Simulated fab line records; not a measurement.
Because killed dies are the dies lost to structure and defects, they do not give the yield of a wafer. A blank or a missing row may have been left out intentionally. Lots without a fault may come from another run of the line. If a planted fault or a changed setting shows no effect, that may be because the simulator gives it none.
Split-lot study / flow rit-cmos / route with 202 steps; 5 lots, 23 wafers read

== ON THE SPLIT ==
At RIT_PWELL_IMPLANT_08, the setting energy-kev was moved away from the recipe's 170 on 7 of the 23 wafers read, by -5.4% to +2.6%. The other wafers ran this setting at the recipe's value.

The reading is taken at the split's own step.

== THE READING ==
implant.drp-nm (the simulator's own value, which no gauge read), in nm, at RIT_PWELL_IMPLANT_08. The file does not state a usual value for it.

wafer=L075.2; tool, chamber at the split=implanter-01, 0; energy-kev as run=170; against the recipe=recipe; implant.drp-nm, nm=102.9; against lot-mates on the recipe=-
wafer=L075.3; tool, chamber at the split=implanter-01, 0; energy-kev as run=170; against the recipe=recipe; implant.drp-nm, nm=102.9; against lot-mates on the recipe=-
wafer=L075.4; tool, chamber at the split=implanter-01, 0; energy-kev as run=170; against the recipe=recipe; implant.drp-nm, nm=102.9; against lot-mates on the recipe=-
wafer=L078.1; tool, chamber at the split=implanter-01, 0; energy-kev as run=170; against the recipe=recipe; implant.drp-nm, nm=102.9; against lot-mates on the recipe=-
wafer=L078.5; tool, chamber at the split=implanter-01, 0; energy-kev as run=170; against the recipe=recipe; implant.drp-nm, nm=102.9; against lot-mates on the recipe=-
wafer=L078.3; tool, chamber at the split=implanter-01, 0; energy-kev as run=174.4; against the recipe=+2.6%; implant.drp-nm, nm=103.6; against lot-mates on the recipe=+0.7
wafer=L078.4; tool, chamber at the split=implanter-01, 0; energy-kev as run=174.4; against the recipe=+2.6%; implant.drp-nm, nm=103.6; against lot-mates on the recipe=+0.7
wafer=L078.6; tool, chamber at the split=implanter-01, 0; energy-kev as run=174.4; against the recipe=+2.6%; implant.drp-nm, nm=103.6; against lot-mates on the recipe=+0.7
wafer=L081.1; tool, chamber at the split=implanter-04, 0; energy-kev as run=170; against the recipe=recipe; implant.drp-nm, nm=102.9; against lot-mates on the recipe=-
wafer=L081.2; tool, chamber at the split=implanter-04, 0; energy-kev as run=170; against the recipe=recipe; implant.drp-nm, nm=102.9; against lot-mates on the recipe=-
wafer=L081.4; tool, chamber at the split=implanter-04, 0; energy-kev as run=170; against the recipe=recipe; implant.drp-nm, nm=102.9; against lot-mates on the recipe=-
wafer=L081.5; tool, chamber at the split=implanter-04, 0; energy-kev as run=166.7; against the recipe=-1.9%; implant.drp-nm, nm=102.2; against lot-mates on the recipe=-0.7
wafer=L081.6; tool, chamber at the split=implanter-04, 0; energy-kev as run=166.7; against the recipe=-1.9%; implant.drp-nm, nm=102.2; against lot-mates on the recipe=-0.7
wafer=L082.1; tool, chamber at the split=implanter-01, 0; energy-kev as run=170; against the recipe=recipe; implant.drp-nm, nm=102.9; against lot-mates on the recipe=-
wafer=L082.3; tool, chamber at the split=implanter-01, 0; energy-kev as run=170; against the recipe=recipe; implant.drp-nm, nm=102.9; against lot-mates on the recipe=-
wafer=L082.4; tool, chamber at the split=implanter-01, 0; energy-kev as run=170; against the recipe=recipe; implant.drp-nm, nm=102.9; against lot-mates on the recipe=-
wafer=L082.2; tool, chamber at the split=implanter-01, 0; energy-kev as run=160.9; against the recipe=-5.4%; implant.drp-nm, nm=100.8; against lot-mates on the recipe=-2.1
wafer=L082.5; tool, chamber at the split=implanter-01, 0; energy-kev as run=160.9; against the recipe=-5.4%; implant.drp-nm, nm=100.8; against lot-mates on the recipe=-2.1
wafer=L083.1; tool, chamber at the split=implanter-02, 0; energy-kev as run=170; against the recipe=recipe; implant.drp-nm, nm=102.9; against lot-mates on the recipe=-
wafer=L083.2; tool, chamber at the split=implanter-02, 0; energy-kev as run=170; against the recipe=recipe; implant.drp-nm, nm=102.9; against lot-mates on the recipe=-
wafer=L083.4; tool, chamber at the split=implanter-02, 0; energy-kev as run=170; against the recipe=recipe; implant.drp-nm, nm=102.9; against lot-mates on the recipe=-
wafer=L083.5; tool, chamber at the split=implanter-02, 0; energy-kev as run=170; against the recipe=recipe; implant.drp-nm, nm=102.9; against lot-mates on the recipe=-
wafer=L083.6; tool, chamber at the split=implanter-02, 0; energy-kev as run=170; against the recipe=recipe; implant.drp-nm, nm=102.9; against lot-mates on the recipe=-

FIT RESULTS
A straight line over all 23 wafers: implant.drp-nm changes by +0.357 nm for each +1% of energy-kev; r = +0.99; the points scatter about the line by 0.091 nm.
The same after taking each lot's own level away (the mean of its wafers on the recipe; 23 wafers): +0.357 nm for each +1%; r = +0.99; scatter 0.091 nm.
According to that fit, moving energy-kev by its largest amount changes the reading by 1.9 nm.
The lots' own levels span 102.90 to 102.90 nm.
The two slopes agree, so the slope changes little with the lot-to-lot level.
Check: -1.88 nm against its lot-mates is what the line predicts for one of the wafers moved furthest among these (-5.4%) when that wafer is left out of the fit. It came out at -2.1 nm against them.

== ADDITIONAL SPLITS CARRIED BY THESE WAFERS ==
Other splits were also applied to these wafers ahead of the reading. Each is held against what the fit with the lots' levels taken away leaves over:
other split on the same wafers=RIT_ACTIVE_CVD_03 sih2cl2-flow-sccm; wafers away from the commonest value=15; r with implant.drp-nm (lot level and that fit taken away)=+0.19
other split on the same wafers=RIT_ACTIVE_COAT_06 resist-thk-nm; wafers away from the commonest value=9; r with implant.drp-nm (lot level and that fit taken away)=-0.20
other split on the same wafers=RIT_ACTIVE_HARDBAKE_12 temp-c; wafers away from the commonest value=5; r with implant.drp-nm (lot level and that fit taken away)=+0.13
other split on the same wafers=RIT_FOX1_OXIDATION_00 ox-time-s; wafers away from the commonest value=15; r with implant.drp-nm (lot level and that fit taken away)=-0.32
other split on the same wafers=RIT_NWELL_COAT_01 spin-rpm; wafers away from the commonest value=7; r with implant.drp-nm (lot level and that fit taken away)=+0.41
other split on the same wafers=RIT_NWELL_IMPLANT_08 dose-cm2; wafers away from the commonest value=9; r with implant.drp-nm (lot level and that fit taken away)=+0.10

== THE WHOLE CHAIN: every reading that the file lists as answering this split, in the file's order ==
step=RIT_PWELL_IMPLANT_08; what it does=; reading=implant.rp-nm (the simulator's own value, which no gauge read); change (the file's fit)=+3.64 nm for each +1% of the setting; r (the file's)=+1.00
step=RIT_PWELL_IMPLANT_08; what it does=; reading=implant.drp-nm (the simulator's own value, which no gauge read); change (the file's fit)=+0.361 nm for each +1% of the setting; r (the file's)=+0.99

== FILE'S OWN FIT ==
implant.drp-nm changes by +0.361 nm for each +1% of energy-kev, r = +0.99.
